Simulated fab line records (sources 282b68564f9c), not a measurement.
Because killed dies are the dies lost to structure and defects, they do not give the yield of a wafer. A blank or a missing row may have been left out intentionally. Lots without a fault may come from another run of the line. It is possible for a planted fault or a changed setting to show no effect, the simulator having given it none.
fab line records ; flow ritCmos ; part 2 of 2: steps 30 to 38 of 38
[record] lots = 5; wafers = 15; lastDay = 7
route steps=202 shown PSD@150 SDANNEAL@153 NSD@158 PLDD@159 NLDD@160 SILICIDE@161 CONTACT@168 M1@184
lots that met no fault: taken from a fault-free run of the same line
startH: the number of hours between the record's first day and the start of the first shown wafer of the lot ; waitH: time in hours since the lot's previous step ; " identical to the entry in the row above ; L1.1+2: several wafers, shown together as one row ; - no value present, or no start provided ; * or withheld: withheld ; < > ~ a bound
route shown NAME@n: a module of which the file shows steps, and the number in the route of the first ; usual: mean/standard deviation of fault-free wafers ; same: alike in all rows ; chamber/n: place in a boat ; sites: each site's reading ; _std_site: how widely they spread, as a standard deviation ; _edge_site: inner sites' mean taken away from outer sites' mean ; radiusMm: how far each site lies from the wafer's centre ; mask NAME#n: copy n ; behind: the last tool/chamber to shape the wafer ; hold: reason for holding the lot/hours on hold/outcome of the hold ; device: whichever transistor did not switch (one of n, p or np) ; end of line: at the end of the route, the tests of the same wafers ; step lacking rows: just its recipe ; killed: not the wafer's yield, but the dies lost to structure and defects at the first sort ; map: the dies of a wafer, with x for killed, . for not killed, _ for no die there
set.NAME: setting as actually run; set.NAME@STEP: the setting as run at that earlier step ; model.NAME: the simulator's own value behind a step, which no gauge read
lots at selected steps of the route; one table per step, one row per wafer
services: the hour from which a tool's chamber was out of use, counted from the record's first day as startH (under 0 if before that day), plus the number of hours and why
[[steps]]
[step RIT_CONTACT_ETCH_11]
[recipe] targetDepthA = 4800; overEtchFrac = 0.2; stopOn = TiSi2; chemistry = CHF3/CF4/Ar; target = SiO2; CHF3_flow_sccm = 50; cf4FlowSccm = 10; Ar_flow_sccm = 100; O2_flow_sccm = 5; pressureMtorr = 100; rfW = 200; timeS = 320
[usual] CHF3_flow_sccm = 49.98/0.16; drypumpMotorCurrentA = 5.6/0.54; oesProductAu = 0.994/0.01; throttleValvePct = 8.81/0.14
lot.wafer;tool;chamber;startH;waitH;CHF3_flow_sccm;drypumpMotorCurrentA;oesProductAu;rfHoursCounterH;throttleValvePct
L079.2;rieDiel-01;0;79.06;0.1;50.01;6.2;0.985;143;8.93
L079.3;rieDiel-01;2;79.06;0.1;49.97;6.3;1.009;156;8.68
L079.6;rieDiel-01;2;79.06;0.1;49.88;6.3;1.014;-;8.70
L083.3;rieDiel-02;3;104.21;0.1;49.83;5.1;0.996;9;8.67
L083.5;rieDiel-02;3;104.21;0.1;49.91;5.2;0.990;-;8.67
L083.6;rieDiel-02;0;104.21;0.1;50.13;5.7;0.972;-;8.74
L086.2;rieDiel-01;1;116.80;0.1;50.01;6.0;1.001;148;8.97
L086.3;rieDiel-01;3;116.80;0.1;49.96;6.7;1.003;80;8.76
L086.5;rieDiel-01;0;116.80;0.1;50.22;6.2;0.984;-;8.93
L089.1;rieDiel-03;0;130.28;0.1;50.20;4.9;1.008;14;9.06
L089.2;rieDiel-03;1;130.28;0.1;49.94;5.0;0.999;135;8.81
L089.6;rieDiel-03;1;130.28;0.1;49.59;5.0;0.993;-;8.82
L094.2;rieDiel-03;1;157.16;0.1;50.27;5.0;0.999;136;8.82
L094.4;rieDiel-03;0;157.16;0.1;49.63;4.9;1.011;15;9.06
L094.5;rieDiel-03;2;157.16;0.1;49.83;5.1;0.983;-;8.78
[step RIT_CONTACT_STRIP_12]
[recipe] chemistry = O2; timeS = 180; resist = NOVOLAK; platenTempC = withheld; powerW = 500; pressureMtorr = 4000; o2FlowSccm = 4000
[usual] drypumpMotorCurrentA = 5.6/0.41
lot.wafer;tool;chamber;startH;waitH;drypumpMotorCurrentA;rfHoursCounterH
L079.2;plasmaAsher-03;0;79.25;0.1;5.2;24
L079.3;plasmaAsher-03;1;79.25;0.1;5.4;-
L079.6;plasmaAsher-03;0;79.25;0.1;5.2;-
L083.3;plasmaAsher-02;0;104.46;0.2;6.2;-
L083.5;plasmaAsher-02;1;104.46;0.2;5.3;-
L083.6;plasmaAsher-02;0;104.46;0.2;6.2;-
L086.2;plasmaAsher-03;0;116.99;0.1;5.2;27
L086.3;plasmaAsher-03;1;116.99;0.1;5.4;-
L086.5;plasmaAsher-03;1;116.99;0.1;5.4;-
L089.1;plasmaAsher-02;0;130.47;0.1;6.2;1
L089.2;plasmaAsher-02;1;130.47;0.1;5.3;1
L089.6;plasmaAsher-02;0;130.47;0.1;6.2;-
L094.2;plasmaAsher-03;1;157.36;0.1;5.4;32
L094.4;plasmaAsher-03;0;157.36;0.1;5.2;-
L094.5;plasmaAsher-03;1;157.36;0.1;5.4;-
[step RIT_CONTACT_CD_MEAS_90]
[recipe] targetCdNm = 1000
[usual] cdNm = 999.3/2.2
lot.wafer;tool;chamber;startH;waitH;cdNm
L079.2;cdSem-02;-;79.45;0.1;1000.7
L079.3;cdSem-02;-;79.45;0.1;998.5
L079.6;cdSem-02;-;79.45;0.1;1001.7
L083.3;cdSem-01;-;104.62;0.1;999.3
L083.5;cdSem-01;-;104.62;0.1;999.6
L083.6;cdSem-01;-;104.62;0.1;997.5
L086.2;cdSem-01;-;117.19;0.1;998.4
L086.3;cdSem-01;-;117.19;0.1;1000.2
L086.5;cdSem-01;-;117.19;0.1;999.0
L089.1;cdSem-01;-;130.65;0.1;998.5
L089.2;cdSem-01;-;130.65;0.1;996.5
L089.6;cdSem-01;-;130.65;0.1;997.8
L094.2;cdSem-01;-;157.55;0.1;998.3
L094.4;cdSem-01;-;157.55;0.1;997.7
L094.5;cdSem-01;-;157.55;0.1;997.1
[step RIT_CONTACT_CLEAN_13]
[recipe] chemistry = SC1; mix = 3:3:50; timeS = 600; tempC = 75
[usual] bathHeatDutyPct = 15.4/1.9
lot.wafer;tool;chamber;startH;waitH;bathHeatDutyPct
L079.2;wetBench-01;0;79.55;0.1;16.4
L079.3;wetBench-01;0;79.55;0.1;16.9
L079.6;wetBench-01;0;79.55;0.1;17.0
L083.3;wetBench-02;0;104.70;0.1;15.0
L083.5;wetBench-02;0;104.70;0.1;15.3
L083.6;wetBench-02;0;104.70;0.1;14.7
L086.2;wetBench-04;0;117.29;0.1;18.6
L086.3;wetBench-04;0;117.29;0.1;18.5
L086.5;wetBench-04;0;117.29;0.1;18.7
L089.1;wetBench-02;2;130.79;0.1;16.1
L089.2;wetBench-02;2;130.79;0.1;16.6
L089.6;wetBench-02;2;130.79;0.1;15.0
L094.2;wetBench-04;3;157.65;0.1;12.7
L094.4;wetBench-04;3;157.65;0.1;12.6
L094.5;wetBench-04;3;157.65;0.1;13.3
[step RIT_CONTACT_CLEAN_14]
[recipe] chemistry = SC2; mix = 3:3:50; timeS = 600; tempC = 75; dry = n2Spin
[usual] bathHeatDutyPct = 15.3/1.7
lot.wafer;tool;chamber;startH;waitH;bathHeatDutyPct
L079.2;wetBench-04;0;79.72;0.0;18.1
L079.3;wetBench-04;0;79.72;0.0;19.4
L079.6;wetBench-04;0;79.72;0.0;19.8
L083.3;wetBench-01;1;104.87;0.0;13.8
L083.5;wetBench-01;1;104.87;0.0;15.2
L083.6;wetBench-01;1;104.87;0.0;13.9
L086.2;wetBench-02;1;117.50;0.0;14.0
L086.3;wetBench-02;1;117.50;0.0;16.0
L086.5;wetBench-02;1;117.50;0.0;16.5
L089.1;wetBench-01;1;130.98;0.0;13.7
L089.2;wetBench-01;1;130.98;0.0;13.7
L089.6;wetBench-01;1;130.98;0.0;12.9
L094.2;wetBench-02;0;157.85;0.0;14.1
L094.4;wetBench-02;0;157.85;0.0;15.0
L094.5;wetBench-02;0;157.85;0.0;14.0
[step RIT_M1_SPUTTER_00]
[recipe] material = Al; targetThkNm = 400; powerW = 2000; chamberPressurePa = 0.4; gas = Ar; timeS = 500; substrateTempC = 25
[usual] substrateTempC = 25.01/0.11; throttleValvePct = 29.9/0.89
lot.wafer;tool;chamber;startH;waitH;substrateTempC;throttleValvePct
L079.2;pvdSputter-01;-;80.07;0.0;24.89;30.7
L079.3;pvdSputter-01;-;80.07;0.0;24.86;28.5
L079.6;pvdSputter-01;-;80.07;0.0;24.83;30.4
L083.3;pvdSputter-01;-;105.05;0.0;25.20;31.2
L083.5;pvdSputter-01;-;105.05;0.0;25.12;31.0
L083.6;pvdSputter-01;-;105.05;0.0;25.22;30.5
L086.2;pvdSputter-04;-;117.67;0.0;25.06;30.0
L086.3;pvdSputter-04;-;117.67;0.0;24.91;28.9
L086.5;pvdSputter-04;-;117.67;0.0;24.95;29.1
L089.1;pvdSputter-01;-;131.15;0.0;24.75;30.9
L089.2;pvdSputter-01;-;131.15;0.0;24.99;30.1
L089.6;pvdSputter-01;-;131.15;0.0;25.14;28.5
L094.2;pvdSputter-04;-;158.02;0.0;24.92;29.7
L094.4;pvdSputter-04;-;158.02;0.0;25.09;30.0
L094.5;pvdSputter-04;-;158.02;0.0;25.06;30.4
[step RIT_M1_RS_MEAS_01]
[recipe] thkMeasGauge = four-point-probe; reads = Al_of_M1_SPUTTER_00
[usual] M1_AL_RS = 0.0729/0.00083
lot.wafer;tool;chamber;startH;waitH;M1_AL_RS[ohm/sq]
L079.2;filmMetro-04;-;80.39;0.2;0.0734
L079.3;filmMetro-04;-;80.39;0.2;0.0743
L079.6;filmMetro-04;-;80.39;0.2;0.0745
L083.3;filmMetro-01;-;105.38;0.2;0.0730
L083.5;filmMetro-01;-;105.38;0.2;0.0729
L083.6;filmMetro-01;-;105.38;0.2;0.0735
L086.2;filmMetro-02;-;117.99;0.2;0.0720
L086.3;filmMetro-02;-;117.99;0.2;0.0721
L086.5;filmMetro-02;-;117.99;0.2;0.0724
L089.1;filmMetro-04;-;131.45;0.1;0.0735
L089.2;filmMetro-04;-;131.45;0.1;0.0740
L089.6;filmMetro-04;-;131.45;0.1;0.0730
L094.2;filmMetro-01;-;158.33;0.2;0.0705
L094.4;filmMetro-01;-;158.33;0.2;0.0718
L094.5;filmMetro-01;-;158.33;0.2;0.0722
[step RIT_M1_THK_MEAS_02]
[recipe] thkMeasGauge = xrf; reads = Al_of_M1_SPUTTER_00
[usual] M1_AL_THK = 401/6
lot.wafer;tool;chamber;startH;waitH;M1_AL_THK[nm]
L079.2;filmMetro-04;-;80.50;0.1;397
L079.3;filmMetro-04;-;80.50;0.1;391
L079.6;filmMetro-04;-;80.50;0.1;391
L083.3;filmMetro-01;-;105.48;0.1;396
L083.5;filmMetro-01;-;105.48;0.1;395
L083.6;filmMetro-01;-;105.48;0.1;393
L086.2;filmMetro-02;-;118.10;0.1;411
L086.3;filmMetro-02;-;118.10;0.1;407
L086.5;filmMetro-02;-;118.10;0.1;406
L089.1;filmMetro-04;-;131.57;0.1;397
L089.2;filmMetro-04;-;131.57;0.1;392
L089.6;filmMetro-04;-;131.57;0.1;397
L094.2;filmMetro-01;-;158.44;0.1;412
L094.4;filmMetro-01;-;158.44;0.1;403
L094.5;filmMetro-01;-;158.44;0.1;403
[step RIT_M1_HMDS_03]
[recipe] primeTimeS = 60; primeTempC = 140
lot.wafer;tool;chamber;startH;waitH
L079.2+3+6;lithoTrack-01;0;80.57;0.1
L083.3+5+6;lithoTrack-04;0;105.57;0.1
L086.2+3+5;lithoTrack-04;0;118.17;0.1
L089.1+2+6;lithoTrack-04;0;131.63;0.1
L094.2+4+5;lithoTrack-02;0;158.52;0.1
[[services]]
tool;chamber;startH;hours;kind
ilineStepper-02;0;58.50;-;calibration
rieDiel-03;0;65.07;4.6;repair
pvdSputter-02;-;69.07;2.4;repair
pecvd-04;-;70.04;2.8;pm
implanter-01;-;74.73;2.6;repair
rieDiel-02;1;77.01;33.7;repair
pecvd-02;-;77.84;0.8;pm
ilineStepper-01;-;90.75;4.4;pm
pecvd-04;-;91.65;0.8;pm
pvdSputter-02;-;94.72;1.7;repair
ilineStepper-02;-;97.09;1.7;pm
rieDiel-02;0;105.67;10.8;repair
implanter-04;-;107.55;4.1;repair
plasmaAsher-03;-;107.98;6.8;repair
plasmaAsher-02;-;108.75;9.0;pm
plasmaAsher-02;0;108.75;9.0;ventCycle
plasmaAsher-02;1;108.75;9.0;ventCycle
wetBench-04;-;112.44;2.1;repair
rieDiel-01;2;117.40;-;clean
rieDiel-02;1;122.31;3.4;repair
pvdSputter-03;-;123.99;24.2;repair
pecvd-02;1;135.69;2.2;repair
wetBench-01;-;139.09;1.1;repair
rtpAnneal-02;-;152.63;5.1;pm
